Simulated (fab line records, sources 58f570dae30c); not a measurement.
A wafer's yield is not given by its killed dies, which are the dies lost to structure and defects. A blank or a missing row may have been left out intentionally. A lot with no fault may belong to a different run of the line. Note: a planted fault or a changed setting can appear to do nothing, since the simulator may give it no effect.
Comparing a struck lot with a sound one | flow berkeley cmos170 | 31 out of 331 route steps
Sound: these wafers, L507.2, L507.3, L507.6. Wafers struck: L511.2, L511.4, L511.5. At the end, the cause is stated.
Order at every step that has rows: each side's tool, ch and its chambers, its first start. Under that, the readings that differ: sound wafers | struck wafers | difference of the means | sigmas: that difference in standard deviations of wafers without a fault.
alike: a reading whose means differ by less than 2 such deviations, as well as words and numbers matching on both sides. not compared: withheld readings; readings where some wafer has no value; bounds like >300 that might hide an equal value; numbers whose values overlap and for which the record gives no deviation.
Wherever a step has rows on one side only, a row that says differs or no value, or a row with sigmas, the two part there. When numbers do not overlap yet have no deviation, they are printed without sigmas and do not part them. Lack of a reading on every wafer of one side parts them only where that side has two or more wafers.

UCB170_SDANNEAL_RTA_01: time 5 s.
  sound on rtp anneal-02 ch 0, day 10 02:02; struck on rtp anneal-02 ch 0, day 10 22:05
  alike: lamp power pct, wafer_temp_C_max
UCB170_SDANNEAL_RS_MEAS_02: measures by four-point-probe.
  sound on film metro-02, day 10 02:07; struck on film metro-04, day 10 22:11
  alike: PSD_RS
UCB170_SDANNEAL_RS_MEAS_03: measures by four-point-probe.
  sound on film metro-02, day 10 02:14; struck on film metro-04, day 10 22:19
  alike: NSD_RS
UCB170_SDANNEAL_RS_MEAS_04: measures by four-point-probe.
  sound on film metro-02, day 10 02:21; struck on film metro-04, day 10 22:26
  alike: PLDD_RS
UCB170_SDANNEAL_RS_MEAS_05: measures by four-point-probe.
  sound on film metro-02, day 10 02:28; struck on film metro-04, day 10 22:33
  alike: NLDD_RS
then, 1 step without rows for these wafers: UCB170_SILICIDE_PRE_CLEAN_00 (preclean etch time 60 s).
UCB170_SILICIDE_SPUTTER_01: material Ti, target thk 30 nm, time 23.83 s.
  sound on pvd sputter-04, day 10 02:38; struck on pvd sputter-04, day 10 22:43
  alike: throttle valve pct
UCB170_SILICIDE_RS_MEAS_02: measures by four-point-probe.
  sound on film metro-01, day 10 02:41; struck on film metro-01, day 10 22:46
  alike: SILICIDE_TI_RS
UCB170_SILICIDE_THK_MEAS_03: measures by xrf.
  sound on film metro-01, day 10 02:48; struck on film metro-01, day 10 22:53
  alike: SILICIDE_TI_THK
UCB170_SILICIDE_RTA_04: time 15 s.
  sound on rtp anneal-02 ch 0, day 10 02:52; struck on rtp anneal-02 ch 0, day 10 22:56
  alike: lamp power pct, wafer_temp_C_max
then, 2 steps without rows for these wafers: UCB170_SILICIDE_WET_ETCH_05 (etches Ti in SPM, time 45 s); UCB170_CONTACT_CLEAN_00 (cleans in SPM, time 600 s).
UCB170_CONTACT_CVD_01: deposits PSG from SiH4/O2/PH3, target thk 700 nm, time 2820 s.
  sound on lpcvd-01 ch 1, day 10 03:35; struck on lpcvd-01 ch 1, day 10 23:38
  reading                                 | sound             | struck            | difference | sigmas
  pressure mtorr (mTorr)                  | 299.5 299.6 299.6 | 450.6 450.4 450.6 | +151.0     | +99 or more
  model.PSG_of_CONTACT_CVD_01.thk nm (nm) | 696.8 699.8 701   | 868.3 865.2 865.6 | +167.2     |
UCB170_CONTACT_THK_MEAS_02:
  sound on film metro-02, day 10 05:22; struck on film metro-02, day 11 01:25
  reading              | sound       | struck      | difference | sigmas
  CONTACT_PSG_THK (nm) | 697 700 700 | 868 865 866 | +167       | +29
then, 12 steps without rows for these wafers: UCB170_CONTACT_HMDS_03 (prime time 60 s); UCB170_CONTACT_COAT_04 (resist thk 900 nm); UCB170_CONTACT_SOFTBAKE_05 (time 60 s); UCB170_CONTACT_STRIP_06 (strips in O2); UCB170_CONTACT_CLEAN_07 (cleans in SPM, time 600 s); UCB170_CONTACT_RTA_08 (time 10 s); UCB170_CONTACT_COAT_09; UCB170_CONTACT_COAT_10 (resist thk 900 nm); UCB170_CONTACT_SOFTBAKE_11 (time 60 s); UCB170_CONTACT_EXPOSE_12 (exposes mask CONT, target cd 700 nm); UCB170_CONTACT_PEB_13; UCB170_CONTACT_DEVELOP_14 (develop time 45 s).
UCB170_CONTACT_CD_MEAS_15 targets a cd of 700 nm.
  sound on cd sem-02, day 10 07:56; struck on cd sem-02, day 11 03:32
  alike: cd nm
UCB170_CONTACT_OVL_MEAS_16:
  sound on overlay-02, day 10 08:02; struck on overlay-01, day 11 03:38
  alike: CONTACT_OVL
UCB170_CONTACT_ETCH_17: etches BARC in N2/H2.
  sound on rie diel-01 ch 0,2, day 10 08:04; struck on rie diel-03 ch 1,2,3, day 11 03:40
  alike: drypump motor current A, oes product au, throttle valve pct
UCB170_CONTACT_ETCH_18: etches PSG in CHF3/CF4/Ar, stops on TiSi2, target depth 840 nm, time 195 s.
  sound: rie diel-01 ch 0,2; struck: rie diel-03 ch 1,2,3
  reading                             | sound             | struck            | difference | sigmas
  oes product au (a.u.)               | 0.900 0.895 0.895 | 0.997 1.009 0.982 | +0.099     | +8
  model.etch.depth nm (nm)            | 696.8 699.8 701   | 827.5 836.1 830.8 | +132.3     |
  model.CONTACT.feature depth nm (nm) | 696.8 699.8 701   | 827.5 836.1 830.8 | +132.3     |
  alike: cf4 flow sccm, drypump motor current A, throttle valve pct
  not compared: rf hours counter h
UCB170_CONTACT_STRIP_19: strips in O2.
  sound on plasma asher-02 ch 0,1, day 10 08:14; struck on plasma asher-03 ch 0,1, day 11 03:50
  alike: drypump motor current A, oes product au
  not compared: rf hours counter h

WHERE THEY PART
Earliest at UCB170_CONTACT_CVD_01; latest, in this record, at UCB170_CONTACT_ETCH_18. Later steps at which nothing parts them and some readings are alike: UCB170_CONTACT_STRIP_19.

WHY: whatever the simulator had introduced
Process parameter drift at UCB170_CONTACT_CVD_01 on lpcvd-01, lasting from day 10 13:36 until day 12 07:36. From 300, the setting pressure mtorr moved by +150. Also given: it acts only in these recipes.
